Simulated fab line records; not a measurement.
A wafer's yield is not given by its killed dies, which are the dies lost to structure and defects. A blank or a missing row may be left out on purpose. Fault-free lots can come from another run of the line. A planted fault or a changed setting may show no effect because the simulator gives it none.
fab line records    flow ritCmos
record lots=5  wafers=15  lastDay=6
route steps=202 shown GATE@77 FOX2@80 M1@202
lots with no fault: from the same line, run without faults
startH: the number of hours between the record's first day and the start of the first shown wafer of the lot    waitH: time in hours since the lot's previous step    " repeats the value in the row above    L1.1+2: a row that stands for several wafers    - no value present, or no start provided    * or withheld: withheld    < > ~ a bound
route shown NAME@n: NAME is a module with steps in the file, n the number in the route of the first one    usual: mean and standard deviation over wafers with no fault    same: alike in all rows    chamber/n: place in a boat    sites: the reading at each site    _std_site: the values' standard deviation    _edge_site: the outer-site mean with the inner-site mean subtracted    radiusMm: for every site, how far away it sits from the centre of the wafer    mask NAME#n: copy n    behind: the most recent tool/chamber to have shaped the wafer    hold: why the lot went on hold/how many hours it stayed there/how the hold came to an end    device: the n, p or np transistor that did not switch    end of line: tests of these same wafers at the route's end    where a step has no rows: the recipe by itself    killed: not the wafer's yield, but the dies lost to structure and defects at the first sort    map: shows each die of a wafer: x if killed, . if not, _ if none is there
set.NAME: setting as actually run; set.NAME@STEP: the setting as run at that earlier step    model.NAME: the simulator's own value behind a step, which no gauge read
certain route steps with their lots: each step a table, each wafer a row
services: the hour from which a tool's chamber was out of use, counted from the record's first day as startH (under 0 if before that day), plus the number of hours and why
## steps
# step RIT_GATE_CLEAN_02
# recipe chemistry=dHF  dilution=50:1  timeS=30
# step RIT_GATE_CLEAN_03
# recipe chemistry=SC2  mix=3:3:50  timeS=600  tempC=75  dry=n2Spin
# step RIT_GATE_CLEAN_04
# recipe chemistry=dHF  dilution=50:1  timeS=60  dry=n2Spin
# step RIT_FOX2_THK_MEAS_91
# recipe reads=SiO2_of_FOX2_OXIDATION_00
# usual FIELD_OXIDE_LEFT_2_THK=255/8.2
lot.wafer  tool          chamber  startH  waitH  FIELD_OXIDE_LEFT_2_THK[nm]
L474.1     filmMetro-01  -        53.49   0.0    265
L474.3     "             -        "       "      269
L474.5     "             -        "       "      263
L477.1     filmMetro-04  -        68.97   0.0    250
L477.2     "             -        "       "      250
L477.5     "             -        "       "      247
L484.1     filmMetro-03  -        104.45  0.0    248
L484.2     "             -        "       "      247
L484.4     "             -        "       "      242
L486.1     filmMetro-03  -        112.89  0.0    263
L486.2     "             -        "       "      269
L486.6     "             -        "       "      268
L488.1     filmMetro-04  -        123.81  0.0    260
L488.3     "             -        "       "      264
L488.5     "             -        "       "      264
# step RIT_GATE_OXIDATION_05
# recipe tempC=894.8  ambient=O2  targetThkA=30  oxTimeS=270
# step RIT_GATE_ANNEAL_06
# recipe tempC=900  timeS=600  ambient=N2O
# step RIT_GATE_THK_MEAS_07
# recipe reads=SiO2_of_GATE_OXIDATION_05
# usual GATE_OXIDE_THK=2.83/0.064
lot.wafer  tool          chamber  startH  waitH  GATE_OXIDE_THK[nm]
L474.1     filmMetro-03  -        54.87   0.0    2.75
L474.3     "             -        "       "      2.77
L474.5     "             -        "       "      2.80
L477.1     filmMetro-01  -        70.36   0.0    2.87
L477.2     "             -        "       "      2.85
L477.5     "             -        "       "      2.73
L484.1     filmMetro-03  -        105.83  0.0    2.87
L484.2     "             -        "       "      2.83
L484.4     "             -        "       "      2.93
L486.1     filmMetro-03  -        114.31  0.0    2.84
L486.2     "             -        "       "      2.82
L486.6     "             -        "       "      2.87
L488.1     filmMetro-01  -        125.25  0.0    2.71
L488.3     "             -        "       "      2.78
L488.5     "             -        "       "      2.88
# step RIT_GATE_CVD_08
# recipe material=poly-Si  targetThkNm=250  tempC=610  precursor=SiH4  timeS=2220  pressureMtorr=300  sih4FlowSccm=100
# step RIT_GATE_THK_MEAS_09
# recipe reads=poly-Si_of_GATE_CVD_08
# usual GATE_POLY_THK=248.6/2.4
lot.wafer  tool          chamber  startH  waitH  GATE_POLY_THK[nm]
L474.1     filmMetro-04  -        56.55   0.0    246.5
L474.3     "             -        "       "      247.6
L474.5     "             -        "       "      246.5
L477.1     filmMetro-04  -        72.03   0.0    249.4
L477.2     "             -        "       "      250.4
L477.5     "             -        "       "      249.0
L484.1     filmMetro-03  -        108.32  0.0    253.4
L484.2     "             -        "       "      253.4
L484.4     "             -        "       "      253.4
L486.1     filmMetro-03  -        115.98  0.0    248.4
L486.2     "             -        "       "      248.7
L486.6     "             -        "       "      248.1
L488.1     filmMetro-01  -        126.92  0.0    254.2
L488.3     "             -        "       "      251.4
L488.5     "             -        "       "      249.2
# step RIT_GATE_HMDS_10
# recipe primeTimeS=60  primeTempC=140
# step RIT_GATE_COAT_11
# recipe resist=NOVOLAK  spinRpm=4250  resistThkNm=850
# step RIT_GATE_SOFTBAKE_12
# recipe resist=NOVOLAK  tempC=90  timeS=60
# step RIT_GATE_EXPOSE_13
# recipe maskId=M6  na=0.6  sourceShape=conventional  sigmaOuter=0.6  targetCdNm=150  doseMj=380
lot.wafer   tool             chamber  startH  waitH  mask
L474.1+3+5  ilineStepper-02  0        57.06   0.1    M6_R1#0
L477.1+2+5  ilineStepper-01  0        72.54   0.1    M6#0
L484.1+2+4  ilineStepper-01  0        108.95  0.2    M6#0
L486.1+2+6  ilineStepper-02  0        116.62  0.2    M6#0
L488.1+3+5  ilineStepper-01  0        127.62  0.1    M6#0
# step RIT_GATE_PEB_14
# recipe resist=NOVOLAK  tempC=withheld  timeS=withheld
# step RIT_GATE_DEVELOP_15
# recipe resist=NOVOLAK  developTimeS=50  devTempC=23
# step RIT_GATE_CD_MEAS_16
# recipe targetCdNm=150
# usual cdNm=149.6/2.7
lot.wafer  tool      chamber  startH  waitH  cdNm
L474.1     cdSem-01  -        57.46   -      138.0
L474.3     "         -        "       "      139.0
L474.5     "         -        "       "      140.7
L477.1     cdSem-02  -        73.01   -      150.2
L477.2     "         -        "       "      150.2
L477.5     "         -        "       "      150.0
L484.1     cdSem-01  -        109.35  -      148.7
L484.2     "         -        "       "      148.1
L484.4     "         -        "       "      148.3
L486.1     cdSem-01  -        117.02  -      150.9
L486.2     "         -        "       "      152.5
L486.6     "         -        "       "      152.8
L488.1     cdSem-02  -        128.11  -      149.2
L488.3     "         -        "       "      146.9
L488.5     "         -        "       "      150.9
# step RIT_GATE_OVL_MEAS_17
# usual GATE_OVL=0.4/1.3
lot.wafer  tool        chamber  startH  waitH  GATE_OVL[nm]
L474.1     overlay-02  -        57.58   0.1    -2.6
L474.3     "           -        "       "      -0.9
L474.5     "           -        "       "      -1.6
L477.1     overlay-01  -        73.13   0.1    0.2
L477.2     "           -        "       "      -0.1
L477.5     "           -        "       "      1.6
L484.1     overlay-02  -        109.47  0.1    0.6
L484.2     "           -        "       "      3.0
L484.4     "           -        "       "      0.4
L486.1     overlay-02  -        117.14  0.1    1.0
L486.2     "           -        "       "      0.6
L486.6     "           -        "       "      2.3
L488.1     overlay-02  -        128.23  0.1    -0.2
L488.3     "           -        "       "      -2.7
L488.5     "           -        "       "      1.1
# step RIT_GATE_HARDBAKE_18
# recipe resist=NOVOLAK  tempC=140  timeS=60
# step RIT_GATE_ETCH_19
# recipe chemistry=SF6/CHF3/O2  timeS=165  SF6_flow_sccm=30  CHF3_flow_sccm=30  O2_flow_sccm=5  target=poly-Si  pressureMtorr=40  rfW=163  targetDepthA=3125  overEtchFrac=0.25  stopOn=SiO2
# usual chamberPressureMTorr=40.00/0.034  drypumpMotorCurrentA=6.0/0.45  oesProductAu=0.842/0.018  throttleValvePct=10.23/0.17
lot.wafer  tool      chamber  startH  waitH  chamberPressureMTorr  drypumpMotorCurrentA  oesProductAu  rfHoursCounterH  throttleValvePct  model.GATE.cdNm
L474.1     rieSi-01  2        57.77   0.1    40.04                 6.3                   0.841         101              10.31             138.1
L474.3     "         0        "       "      39.92                 6.1                   0.837         110              10.13             138.9
L474.5     "         0        "       "      40.02                 6.1                   0.844         -                10.11             140.2
L477.1     rieSi-02  1        73.32   0.1    39.98                 5.8                   0.857         115              10.26             149.9
L477.2     "         0        "       "      40.07                 5.4                   0.838         47               10.05             149.9
L477.5     "         2        "       "      40.01                 6.6                   0.818         -                10.51             149.8
L484.1     rieSi-01  2        109.66  0.1    40.01                 6.4                   0.861         102              10.31             148.3
L484.2     "         1        "       "      40.03                 6.5                   0.869         2                9.96              148.1
L484.4     "         3        "       "      39.97                 5.7                   0.869         110              10.24             147.7
L486.1     rieSi-01  1        117.32  0.1    39.98                 6.5                   0.856         2                9.97              151.1
L486.2     "         3        "       "      40.00                 5.7                   0.866         110              10.25             152.4
L486.6     "         3        "       "      39.95                 5.7                   0.858         -                10.24             152.5
L488.1     rieSi-01  2        128.42  0.1    40.04                 6.4                   0.862         102              10.32             149
L488.3     "         1        "       "      39.96                 6.5                   0.867         2                9.97              146.6
L488.5     "         1        "       "      39.97                 6.5                   0.856         -                9.97              150.6
# step RIT_GATE_STRIP_20
# recipe chemistry=O2  timeS=180  resist=NOVOLAK  platenTempC=withheld  powerW=500  pressureMtorr=4000  o2FlowSccm=4000
# usual chamberPressureMTorr=4000/3.7  drypumpMotorCurrentA=5.3/0.4
lot.wafer  tool            chamber  startH  waitH  chamberPressureMTorr  drypumpMotorCurrentA  rfHoursCounterH
L474.1     plasmaAsher-04  0        57.87   0.1    4001                  5.6                   22
L474.3     "               1        "       "      4001                  5.5                   -
L474.5     "               1        "       "      3995                  5.5                   -
L477.1     plasmaAsher-01  1        73.51   0.1    4001                  4.8                   45
L477.2     "               0        "       "      4003                  5.4                   45
L477.5     "               0        "       "      4000                  5.4                   -
L484.1     plasmaAsher-04  1        109.77  0.1    3998                  5.5                   26
L484.2     "               0        "       "      4003                  5.6                   26
L484.4     "               1        "       "      3993                  5.5                   -
L486.1     plasmaAsher-03  0        117.43  0.1    4004                  4.9                   50
L486.2     "               1        "       "      3998                  5.9                   50
L486.6     "               1        "       "      3998                  5.9                   -
L488.1     plasmaAsher-03  0        128.53  0.1    4003                  5.0                   51
L488.3     "               0        "       "      4003                  5.0                   -
L488.5     "               1        "       "      4001                  5.9                   -
# step RIT_M1_PROBE_99
# usual killedAtFrontEnd=6.6/2.9  killedDies=6.6/3  killedOpen=3.4/2  killedShort=3.2/2
# same grossDies=264  killed_at_M0_to_M3=0  killed_at_M4_up=0  killedAtBackSide=0  killedAtContacts=0  killedAtOther=0
lot.wafer  tool       chamber  startH  waitH  killedAtFrontEnd  killedDies  killedOpen  killedShort  model.etest.pmos_0p3.rOnOhmUm  model.etest.pmos_0p15.rOnOhmUm  model.etest.pmosTurned.rOnOhmUm  model.etest.nmos_0p15.rOnOhmUm  model.etest.nmos_0p3.rOnOhmUm  model.etest.nmos_0p15.driveUaUm  model.etest.pmos_0p15.driveUaUm  model.etest.nmosTurned.driveUaUm
L474.1     prober-02  -        78.77   0.1    5                 5           2           3            5566                           2328                            2907                             1029                            1984                           556.2                            320.7                            377.4
L474.3     prober-02  -        78.87   0.2    4                 4           3           1            5533                           2370                            2963                             1038                            2001                           553.2                            313.5                            369.7
L474.5     prober-02  -        78.97   0.2    8                 8           2           6            5555                           2356                            2940                             1014                            1971                           549                              314.2                            375
L477.1     prober-01  -        94.04   0.1    4                 4           2           2            6107                           2749                            3460                             1137                            2142                           471.5                            262.2                            313.1
L477.2     prober-01  -        94.09   0.1    6                 6           3           3            6064                           2717                            3366                             1105                            2115                           480.6                            266.9                            321
L477.5     prober-01  -        94.24   0.2    8                 8           4           4            5971                           2722                            3436                             1122                            2109                           482.6                            265.9                            320.8
L484.1     prober-02  -        130.19  0.1    3                 3           1           2            5956                           2599                            3251                             1050                            2049                           504.4                            276.1                            343.8
L484.2     prober-02  -        130.24  0.1    8                 8           2           6            5882                           2548                            3200                             1034                            2023                           507.5                            279.8                            353.3
L484.4     prober-02  -        130.34  0.2    1                 1           0           1            6022                           2616                            3254                             1065                            2093                           500.9                            274.6                            347.5
L486.1     prober-02  -        137.70  0.1    5                 5           2           3            5830                           2659                            3254                             1083                            2032                           491.9                            271.9                            344.4
L486.2     prober-02  -        137.75  0.1    0                 0           0           0            5900                           2692                            3319                             1118                            2057                           490.7                            269.9                            341.2
L486.6     prober-02  -        137.95  0.2    4                 4           3           1            6016                           2733                            3408                             1128                            2079                           478.3                            262.3                            336.3
L488.1     prober-02  -        149.66  0.1    5                 5           5           0            5992                           2699                            3384                             1121                            2086                           501                              272.4                            329.3
L488.3     prober-02  -        149.76  0.2    8                 8           6           2            5947                           2648                            3315                             1099                            2068                           509                              277                              337.9
L488.5     prober-02  -        149.86  0.2    3                 3           2           1            6076                           2702                            3389                             1096                            2081                           484.2                            264.8                            332
# killed by level:class
L474.1 GATE:geometricParticle:short=2 FOX1:geometricParticle:short=1 GATE:geometricParticle:open=1 REOX:geometricParticle:open=1
L474.3 FOX2:geometricParticle:open=2 ACTIVE:geometricParticle:short=1 GATE:geometricParticle:open=1
L474.5 GATE:geometricParticle:short=3 FOX1:geometricParticle:short=1 FOX2:geometricParticle:open=1 GATE:geometricParticle:open=1 SPACER:geometricParticle:short=1 SILICIDE:geometricParticle:short=1
L477.1 SPACER:geometricParticle:open=2 FOX2:geometricParticle:short=1 SPACER:geometricParticle:short=1
L477.2 SILICIDE:geometricParticle:open=3 SPACER:geometricParticle:short=2 SILICIDE:geometricParticle:short=1
L477.5 REOX:geometricParticle:open=3 SPACER:geometricParticle:short=2 FOX2:geometricParticle:short=1 GATE:geometricParticle:short=1 SILICIDE:geometricParticle:open=1
L484.1 FOX1:geometricParticle:short=1 REOX:geometricParticle:open=1 REOX:geometricParticle:short=1
L484.2 GATE:geometricParticle:short=2 SPACER:geometricParticle:short=2 SILICIDE:geometricParticle:short=2 FOX1:geometricParticle:open=1 GATE:geometricParticle:open=1
L484.4 REOX:geometricParticle:short=1
L486.1 FOX1:geometricParticle:short=1 GATE:geometricParticle:short=1 REOX:geometricParticle:open=1 REOX:geometricParticle:short=1 SPACER:geometricParticle:open=1
L486.6 REOX:geometricParticle:open=2 REOX:geometricParticle:short=1 SPACER:geometricParticle:open=1
L488.1 GATE:geometricParticle:open=4 FOX2:geometricParticle:open=1
L488.3 GATE:geometricParticle:open=4 GATE:geometricParticle:short=2 FOX2:geometricParticle:open=1 SILICIDE:geometricParticle:open=1
L488.5 GATE:geometricParticle:short=1 SPACER:geometricParticle:open=1 SILICIDE:geometricParticle:open=1
## services
tool             chamber  startH  hours  kind
plasmaAsher-04   -        33.20   1.2    repair
rieSi-01         -        39.48   0.4    repair
rieSi-02         1        41.26   5.3    repair
plasmaAsher-03   -        68.20   8.0    repair
plasmaAsher-04   -        69.16   10.0   pm
ilineStepper-01  -        75.87   4.3    pm
plasmaAsher-01   -        90.33   1.3    repair
plasmaAsher-04   -        95.39   2.0    repair
## key
firstSign step=RIT_GATE_EXPOSE_13  reading=mask  direction=changed
effect step=RIT_GATE_CD_MEAS_16  reading=cdNm  direction=down  sigmas=3.9  usual=149.6  struck=139.2
modelEffect step=RIT_GATE_ETCH_19  value=GATE.cdNm  without=151  struck=139
modelEffect step=RIT_M1_PROBE_99  value=etest.pmos_0p3.rOnOhmUm  without=5806  struck=5551
metAt RIT_GATE_EXPOSE_13
struckWafers L474.1,L474.3,L474.5
testerLeftOut L474
fault kind=wrongMask  tool=any  chamber=-  onsetH=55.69  steps=RIT_GATE_EXPOSE_13  auxCopy=M6_R1#0  cdOffsetNm=-12  scope=struckLotsOnly
# testerLeftOut: of these lots the tester's yield and bins aren't shown, on N5 and GAA mostly nor the transistor test; their killed dies are dies lost to structure and defects alone, not to doping, threshold or leakage, so they don't give the yield
